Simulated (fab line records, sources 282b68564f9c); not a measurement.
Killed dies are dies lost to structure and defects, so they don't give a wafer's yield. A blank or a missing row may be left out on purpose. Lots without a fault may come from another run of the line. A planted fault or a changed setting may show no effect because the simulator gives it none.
fab line records | flow rit_cmos
record lots=5 wafers=23
route steps=202 shown ACTIVE@4 FOX1@20 NWELL@30 PWELL@40 WELLDRIVE@50 NRETRO@54 GATE@88
start_h: hours from the record's first day to the start of the lot's first wafer shown | wait_h: hours since the lot's step before | " the same as in the row above | L1.1+2: a row that stands for several wafers | - no value, or no start given | * or withheld: withheld | < > ~ a bound
route shown NAME@n: a module of which the file shows steps, and the number in the route of the first | usual: mean/standard deviation of fault-free wafers | same: alike in all rows | chamber/n: place in a boat | sites: the reading at each site | _std_site: their standard deviation | _edge_site: outer sites' mean less inner sites' | radius_mm: how far each site lies from the wafer's centre | mask NAME#n: copy n | behind: the tool/chamber that last shaped the wafer | hold: why the lot was held/for how many hours/how that ended | device: the transistor (n, p or np) that didn't switch | end of line: the same wafers' tests at the end of the route | a step without rows: its recipe alone | killed: dies lost to structure and defects at the first sort, not the wafer's yield | map: a wafer's dies, x killed, . not, _ none there
set.NAME: the setting as run; set.NAME@STEP: as run at that earlier step | model.NAME: the simulator's own value behind a step, which no gauge read
lots whose settings were changed on purpose; a table a step, a row a wafer
## steps
# step RIT_ACTIVE_CVD_03
# recipe material=Si3N4 target_thk_nm=150 temp_c=810 precursor=SiH2Cl2/NH3 time_s=1500 pressure_mtorr=300 sih2cl2_flow_sccm=60 nh3_flow_sccm=150
# columns lot.wafer tool chamber start_h wait_h set.nh3_flow_sccm
L076.2+3+4+5+6 - - - 0.0 143.7
L078.1+2+3+4+5 - - - 0.1 128
L080.1+2+3+5+6 - - - 0.1 150
L082.1+2+4+5+6 - - - 0.1 150
L083.2+4+6 lpcvd-02 0 59.03 0.5 150
# step RIT_ACTIVE_CLEAN_15
# recipe chemistry=SC1 mix=3:3:50 time_s=600 temp_c=75
# columns lot.wafer tool chamber start_h wait_h set.time_s
L076.2+3+4+5+6 - - - 0.1 550.4
L078.1+2+3+4+5 - - - 0.1 628.7
L080.1+2+3+5+6 - - - 0.1 625.7
L082.1+2+4+5+6 - - - 0.1 600
L083.2+4+6 wet_bench-04 2 62.15 0.1 600
# step RIT_ACTIVE_CLEAN_16
# recipe chemistry=dHF dilution=50:1 time_s=30
# step RIT_ACTIVE_CLEAN_17
# recipe chemistry=SC2 mix=3:3:50 time_s=600 temp_c=75 dry=n2_spin
# step RIT_FOX1_OXIDATION_00
# recipe temp_c=1100 ambient=H2O target_thk_a=3507 p_h2o_torr=720 ox_time_s=1130
# columns lot.wafer tool chamber start_h wait_h set.nh3_flow_sccm@ACTIVE_CVD_03 model.Si3N4_of_ACTIVE_CVD_03.thk_nm
L076.2 furnace-01 0 26.34 0.7 143.7 136.8
L076.3+6 " 0 " " 143.7 137.4
L076.4 " 0 " " 143.7 136.9
L076.5 " 0 " " 143.7 136.6
L078.1+3 furnace-01 0 35.89 0.0 128 125.9
L078.2 " 0 " " 128 125.4
L078.4 " 0 " " 128 126.3
L078.5 " 0 " " 128 126
L080.1+3+5 furnace-02 0 45.52 0.0 150 141.1
L080.2 " 0 " " 150 140.3
L080.6 " 0 " " 150 140
L082.1+4 furnace-01 0 55.63 0.0 150 145.8
L082.2 " 0 " " 150 146
L082.5 " 0 " " 150 145.6
L082.6 " 0 " " 150 145.9
L083.2 furnace-03 0 62.70 0.0 150 142.2
L083.4 " 0 " " 150 142.8
L083.6 " 0 " " 150 142
# step RIT_NWELL_SOFTBAKE_02
# recipe resist=NOVOLAK temp_c=90 time_s=60
# columns lot.wafer tool chamber start_h wait_h set.temp_c
L076.2+4 litho_track-03 0 30.55 0.1 90
L076.3+5+6 " 0 " " 86.63
L078.1+2+5 litho_track-03 0 41.74 0.1 87.41
L078.3+4 " 0 " " 90
L080.1+3+6 litho_track-02 0 50.51 0.1 90
L080.2+5 " 0 " " 88.37
L082.1+4 litho_track-03 0 61.00 0.1 90
L082.2+5+6 " 0 " " 86.46
L083.2+4+6 litho_track-03 0 66.88 0.1 90
# step RIT_NWELL_EXPOSE_03
# recipe mask_id=M2 na=0.57 target_cd_nm=43900 dose_mj=250
# step RIT_NWELL_PEB_04
# recipe resist=NOVOLAK temp_c=withheld time_s=withheld
# step RIT_NWELL_DEVELOP_05
# recipe resist=NOVOLAK develop_time_s=68 dev_temp_c=23
# columns lot.wafer tool chamber start_h wait_h set.temp_c@NWELL_SOFTBAKE_02 model.NOVOLAK_of_NWELL_COAT_01.thk_nm
L076.2 litho_track-03 0 - - 90 1303
L076.3 " 0 " " 86.63 1313
L076.4 " 0 " " 90 1301
L076.5 " 0 " " 86.63 1312
L076.6 " 0 " " 86.63 1310
L078.1 litho_track-02 0 - - 87.41 1311
L078.2 " 0 " " 87.41 1309
L078.3 " 0 " " 90 1299
L078.4 " 0 " " 90 1298
L078.5 " 0 " " 87.41 1306
L080.1 litho_track-02 0 - - 90 1309
L080.2 " 0 " " 88.37 1318
L080.3 " 0 " " 90 1303
L080.5 " 0 " " 88.37 1313
L080.6 " 0 " " 90 1306
L082.1 litho_track-03 0 - - 90 1298
L082.2 " 0 " " 86.46 1309
L082.4 " 0 " " 90 1299
L082.5 " 0 " " 86.46 1313
L082.6 " 0 " " 86.46 1310
L083.2+4 litho_track-04 0 - - 90 1302
L083.6 " 0 " " 90 1304
# step RIT_NWELL_IMPLANT_08
# recipe species=P energy_kev=170 dose_cm2=5e+13 tilt_deg=7
# columns lot.wafer tool chamber start_h wait_h set.dose_cm2
L076.2+3+4+5+6 implanter-03 0 31.41 0.2 5e+13
L078.1+4+5 implanter-01 0 42.73 0.2 5e+13
L078.2+3 " 0 " " 5.171e+13
L080.1+6 implanter-03 0 51.50 0.2 5e+13
L080.2+3+5 " 0 " " 4.865e+13
L082.1+2+4 implanter-03 0 61.89 0.2 5e+13
L082.5+6 " 0 " " 4.88e+13
L083.2+4+6 implanter-02 0 67.75 0.2 5e+13
# step RIT_NWELL_STRIP_09
# recipe chemistry=O2 time_s=180 resist=NOVOLAK platen_temp_c=withheld power_w=500 pressure_mtorr=4000 o2_flow_sccm=4000
# step RIT_NWELL_TW_MEAS_10
# usual NWELL_TW=2145/9.2
# columns lot.wafer tool chamber start_h wait_h set.dose_cm2@NWELL_IMPLANT_08 NWELL_TW
L076.2 film_metro-04 - 31.72 0.1 5e+13 2152
L076.3 " - " " 5e+13 2136
L076.4 " - " " 5e+13 2157
L076.5 " - " " 5e+13 2149
L076.6 " - " " 5e+13 2149
L078.1 film_metro-01 - 43.05 0.1 5e+13 2154
L078.2 " - " " 5.171e+13 2186
L078.3 " - " " 5.171e+13 2178
L078.4 " - " " 5e+13 2150
L078.5 " - " " 5e+13 2151
L080.1 film_metro-01 - 51.82 0.1 5e+13 2162
L080.2 " - " " 4.865e+13 2126
L080.3 " - " " 4.865e+13 2137
L080.5 " - " " 4.865e+13 2136
L080.6 " - " " 5e+13 2163
L082.1 film_metro-04 - 62.21 0.1 5e+13 2144
L082.2 " - " " 5e+13 2146
L082.4 " - " " 5e+13 2151
L082.5 " - " " 4.88e+13 2126
L082.6 " - " " 4.88e+13 2117
L083.2 film_metro-01 - 68.06 0.1 5e+13 2166
L083.4 " - " " 5e+13 2153
L083.6 " - " " 5e+13 2150
# step RIT_PWELL_COAT_01
# recipe resist=NOVOLAK spin_rpm=2000 resist_thk_nm=1300
# columns lot.wafer tool chamber start_h wait_h set.resist_thk_nm model.NOVOLAK_of_PWELL_COAT_01.thk_nm
L076.2+5 litho_track-02 0 31.95 0.1 1239 1238
L076.3 " 0 " " 1300 1295
L076.4 " 0 " " 1300 1296
L076.6 " 0 " " 1239 1237
L078.1 litho_track-02 0 43.26 0.1 1300 1301
L078.2 " 0 " " 1300 1306
L078.3+4 " 0 " " 1300 1303
L078.5 " 0 " " 1300 1302
L080.1 litho_track-02 0 52.03 0.1 1300 1301
L080.2 " 0 " " 1338 1342
L080.3 " 0 " " 1338 1341
L080.5 " 0 " " 1300 1305
L080.6 " 0 " " 1300 1308
L082.1 litho_track-01 0 62.42 0.1 1300 1304
L082.2 " 0 " " 1244 1242
L082.4 " 0 " " 1244 1247
L082.5+6 " 0 " " 1300 1301
L083.2 litho_track-02 0 68.28 0.1 1300 1303
L083.4 " 0 " " 1300 1300
L083.6 " 0 " " 1300 1298
# step RIT_PWELL_SOFTBAKE_02
# recipe resist=NOVOLAK temp_c=90 time_s=60
# step RIT_PWELL_EXPOSE_03
# recipe mask_id=M3 na=0.57 target_cd_nm=43700 dose_mj=250
# step RIT_PWELL_DEVELOP_05
# recipe resist=NOVOLAK develop_time_s=68 dev_temp_c=23
# step RIT_PWELL_HARDBAKE_07
# recipe resist=NOVOLAK temp_c=140 time_s=120
# columns lot.wafer tool chamber start_h wait_h set.resist_thk_nm@PWELL_COAT_01 model.NOVOLAK_of_PWELL_COAT_01.thk_nm
L076.2+5+6 litho_track-01 0 32.73 0.1 1239 1083
L076.3+4 " 0 " " 1300 1133
L078.1 litho_track-02 0 44.03 0.0 1300 1138
L078.2 " 0 " " 1300 1142
L078.3+4 " 0 " " 1300 1140
L078.5 " 0 " " 1300 1139
L080.1 litho_track-01 0 52.86 0.1 1300 1138
L080.2+3 " 0 " " 1338 1173
L080.5 " 0 " " 1300 1141
L080.6 " 0 " " 1300 1144
L082.1 litho_track-03 0 63.19 0.0 1300 1141
L082.2 " 0 " " 1244 1087
L082.4 " 0 " " 1244 1092
L082.5+6 " 0 " " 1300 1138
L083.2 litho_track-03 0 69.06 0.1 1300 1139
L083.4 " 0 " " 1300 1137
L083.6 " 0 " " 1300 1135
# step RIT_PWELL_IMPLANT_08
# recipe species=B energy_kev=170 dose_cm2=7e+13 tilt_deg=7
# columns lot.wafer tool chamber start_h wait_h set.dose_cm2
L076.2+5 implanter-03 0 32.96 0.2 6.745e+13
L076.3+4+6 " 0 " " 7e+13
L078.1+2+3+4+5 implanter-01 0 44.28 0.2 7e+13
L080.1+2+5 implanter-01 0 53.11 0.2 6.547e+13
L080.3+6 " 0 " " 7e+13
L082.1+2+6 implanter-01 0 63.44 0.2 7e+13
L082.4+5 " 0 " " 6.786e+13
L083.2+4+6 implanter-04 0 69.30 0.2 7e+13
# step RIT_PWELL_STRIP_09
# recipe chemistry=O2 time_s=180 resist=NOVOLAK platen_temp_c=withheld power_w=508.1 pressure_mtorr=4000 o2_flow_sccm=4000
# step RIT_PWELL_TW_MEAS_10
# usual PWELL_TW=952/3.6
# columns lot.wafer tool chamber start_h wait_h set.dose_cm2@PWELL_IMPLANT_08 PWELL_TW
L076.2 film_metro-03 - 33.27 0.1 6.745e+13 940
L076.3 " - " " 7e+13 945
L076.4 " - " " 7e+13 948
L076.5 " - " " 6.745e+13 939
L076.6 " - " " 7e+13 949
L078.1 film_metro-03 - 44.61 0.1 7e+13 949
L078.2 " - " " 7e+13 951
L078.3 " - " " 7e+13 953
L078.4 " - " " 7e+13 949
L078.5 " - " " 7e+13 951
L080.1 film_metro-01 - 53.43 0.1 6.547e+13 934
L080.2 " - " " 6.547e+13 935
L080.3 " - " " 7e+13 951
L080.5 " - " " 6.547e+13 933
L080.6 " - " " 7e+13 958
L082.1 film_metro-04 - 63.77 0.1 7e+13 948
L082.2 " - " " 7e+13 951
L082.4 " - " " 6.786e+13 937
L082.5 " - " " 6.786e+13 945
L082.6 " - " " 7e+13 944
L083.2 film_metro-04 - 69.61 0.1 7e+13 953
L083.4 " - " " 7e+13 955
L083.6 " - " " 7e+13 947
# step RIT_WELLDRIVE_ANNEAL_00
# recipe temp_c=1100 time_s=14700 ambient=N2
# step RIT_WELLDRIVE_RS_MEAS_01
# recipe thk_meas_gauge=four-point-probe
# usual NWELL_RS=275.4/0.76
# columns lot.wafer tool chamber start_h wait_h set.dose_cm2@NWELL_IMPLANT_08 NWELL_RS[ohm/sq]
L076.2 film_metro-03 - 38.43 0.0 5e+13 276.3
L076.3 " - " " 5e+13 274.8
L076.4 " - " " 5e+13 275.9
L076.5 " - " " 5e+13 276.0
L076.6 " - " " 5e+13 276.1
L078.1 film_metro-04 - 49.75 0.0 5e+13 275.9
L078.2 " - " " 5.171e+13 270.8
L078.3 " - " " 5.171e+13 269.8
L078.4 " - " " 5e+13 276.4
L078.5 " - " " 5e+13 276.8
L080.1 film_metro-03 - 58.57 0.0 5e+13 275.4
L080.2 " - " " 4.865e+13 279.1
L080.3 " - " " 4.865e+13 279.3
L080.5 " - " " 4.865e+13 278.9
L080.6 " - " " 5e+13 274.1
L082.1 film_metro-01 - 68.91 0.0 5e+13 275.0
L082.2 " - " " 5e+13 275.4
L082.4 " - " " 5e+13 275.1
L082.5 " - " " 4.88e+13 279.3
L082.6 " - " " 4.88e+13 279.1
L083.2 film_metro-03 - 75.33 0.0 5e+13 274.6
L083.4 " - " " 5e+13 275.8
L083.6 " - " " 5e+13 275.5
# step RIT_WELLDRIVE_RS_MEAS_02
# recipe thk_meas_gauge=four-point-probe
# usual PWELL_RS=429.4/1.3
# columns lot.wafer tool chamber start_h wait_h set.dose_cm2@PWELL_IMPLANT_08 PWELL_RS[ohm/sq]
L076.2 film_metro-03 - 38.55 0.1 6.745e+13 438.9
L076.3 " - " " 7e+13 428.6
L076.4 " - " " 7e+13 430.0
L076.5 " - " " 6.745e+13 438.8
L076.6 " - " " 7e+13 428.0
L078.1 film_metro-04 - 49.87 0.1 7e+13 426.8
L078.2 " - " " 7e+13 427.3
L078.3 " - " " 7e+13 429.0
L078.4 " - " " 7e+13 427.5
L078.5 " - " " 7e+13 427.5
L080.1 film_metro-03 - 58.69 0.1 6.547e+13 448.4
L080.2 " - " " 6.547e+13 448.8
L080.3 " - " " 7e+13 429.9
L080.5 " - " " 6.547e+13 448.6
L080.6 " - " " 7e+13 430.4
L082.1 film_metro-01 - 69.03 0.1 7e+13 430.3
L082.2 " - " " 7e+13 428.5
L082.4 " - " " 6.786e+13 437.6
L082.5 " - " " 6.786e+13 438.9
L082.6 " - " " 7e+13 429.5
L083.2 film_metro-03 - 75.45 0.1 7e+13 429.7
L083.4 " - " " 7e+13 428.8
L083.6 " - " " 7e+13 430.7
# step RIT_NRETRO_COAT_01
# recipe resist=NOVOLAK spin_rpm=2000 resist_thk_nm=1300
# columns lot.wafer tool chamber start_h wait_h set.spin_rpm model.NOVOLAK_of_NRETRO_COAT_01.thk_nm
L076.2 litho_track-01 0 38.82 0.1 1926 1319
L076.3 " 0 " " 1926 1323
L076.4 " 0 " " 2000 1297
L076.5 " 0 " " 2000 1298
L076.6 " 0 " " 1926 1321
L078.1 litho_track-04 0 50.14 0.1 2000 1299
L078.2+3 " 0 " " 2000 1297
L078.4 " 0 " " 2000 1301
L078.5 " 0 " " 2000 1302
L080.1 litho_track-04 0 58.96 0.1 2000 1296
L080.2 " 0 " " 2052 1279
L080.3 " 0 " " 2000 1297
L080.5 " 0 " " 2052 1275
L080.6 " 0 " " 2052 1278
L082.1+6 litho_track-01 0 69.30 0.1 2000 1297
L082.2 " 0 " " 2138 1258
L082.4 " 0 " " 2000 1298
L082.5 " 0 " " 2138 1256
L083.2 litho_track-01 0 75.72 0.1 2000 1304
L083.4 " 0 " " 2000 1302
L083.6 " 0 " " 2000 1306
# step RIT_NRETRO_SOFTBAKE_02
# recipe resist=NOVOLAK temp_c=90 time_s=60
# step RIT_NRETRO_EXPOSE_03
# recipe mask_id=M4 na=0.57 target_cd_nm=43900 dose_mj=250
# step RIT_NRETRO_DEVELOP_05
# recipe resist=NOVOLAK develop_time_s=68 dev_temp_c=23
# step RIT_NRETRO_HARDBAKE_07
# recipe resist=NOVOLAK temp_c=140 time_s=120
# columns lot.wafer tool chamber start_h wait_h set.spin_rpm@NRETRO_COAT_01 model.NOVOLAK_of_NRETRO_COAT_01.thk_nm
L076.2 litho_track-03 0 39.73 0.1 1926 1153
L076.3 " 0 " " 1926 1156
L076.4+5 " 0 " " 2000 1135
L076.6 " 0 " " 1926 1155
L078.1 litho_track-03 0 50.90 0.0 2000 1136
L078.2 " 0 " " 2000 1134
L078.3 " 0 " " 2000 1135
L078.4+5 " 0 " " 2000 1138
L080.1 litho_track-01 0 59.85 0.0 2000 1133
L080.2 " 0 " " 2052 1119
L080.3 " 0 " " 2000 1135
L080.5 " 0 " " 2052 1116
L080.6 " 0 " " 2052 1118
L082.1+6 litho_track-01 0 70.06 0.0 2000 1134
L082.2 " 0 " " 2138 1100
L082.4 " 0 " " 2000 1136
L082.5 " 0 " " 2138 1099
L083.2 litho_track-01 0 76.76 0.2 2000 1140
L083.4 " 0 " " 2000 1139
L083.6 " 0 " " 2000 1142
# step RIT_GATE_SOFTBAKE_12
# recipe resist=NOVOLAK temp_c=90 time_s=60
# columns lot.wafer tool chamber start_h wait_h set.temp_c
L076.2+6 litho_track-02 0 49.15 0.1 86.58
L076.3+4+5 " 0 " " 90
L078.1+3+4 litho_track-02 0 59.39 0.1 91.26
L078.2+5 " 0 " " 90
L080.1+2 litho_track-04 0 65.89 0.1 90
L080.3+5+6 " 0 " " 92.49
L082.1+6 litho_track-04 0 79.43 0.1 90
L082.2+4+5 " 0 " " 87.62
L083.2+4+6 litho_track-02 0 84.41 0.1 90
## key
split step=RIT_ACTIVE_CVD_03 setting=nh3_flow_sccm stated=150 by=lot
response step=RIT_FOX1_OXIDATION_00 reading=model.Si3N4_of_ACTIVE_CVD_03.thk_nm change=+1.17 per=1% r=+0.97
split step=RIT_ACTIVE_CLEAN_15 setting=time_s stated=600 by=lot
response none clear
split step=RIT_NWELL_SOFTBAKE_02 setting=temp_c stated=90 by=wafer
response step=RIT_NWELL_DEVELOP_05 reading=model.NOVOLAK_of_NWELL_COAT_01.thk_nm change=-3.16 per=1% r=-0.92
split step=RIT_NWELL_IMPLANT_08 setting=dose_cm2 stated=5e+13 by=wafer
response step=RIT_NWELL_TW_MEAS_10 reading=NWELL_TW change=+9.88 per=1% r=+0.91
response step=RIT_WELLDRIVE_RS_MEAS_01 reading=NWELL_RS change=-1.7 per=1% r=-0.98
split step=RIT_PWELL_COAT_01 setting=resist_thk_nm stated=1300 by=wafer
response step=RIT_PWELL_COAT_01 reading=model.NOVOLAK_of_PWELL_COAT_01.thk_nm change=+12.8 per=1% r=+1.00
response step=RIT_PWELL_HARDBAKE_07 reading=model.NOVOLAK_of_PWELL_COAT_01.thk_nm change=+11 per=1% r=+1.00
split step=RIT_PWELL_IMPLANT_08 setting=dose_cm2 stated=7e+13 by=wafer
response step=RIT_PWELL_TW_MEAS_10 reading=PWELL_TW change=+2.76 per=1% r=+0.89
response step=RIT_WELLDRIVE_RS_MEAS_02 reading=PWELL_RS change=-2.83 per=1% r=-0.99
split step=RIT_NRETRO_COAT_01 setting=spin_rpm stated=2000 by=wafer
response step=RIT_NRETRO_COAT_01 reading=model.NOVOLAK_of_NRETRO_COAT_01.thk_nm change=-6.15 per=1% r=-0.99
response step=RIT_NRETRO_HARDBAKE_07 reading=model.NOVOLAK_of_NRETRO_COAT_01.thk_nm change=-5.3 per=1% r=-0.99
split step=RIT_GATE_SOFTBAKE_12 setting=temp_c stated=90 by=wafer
response none in this file
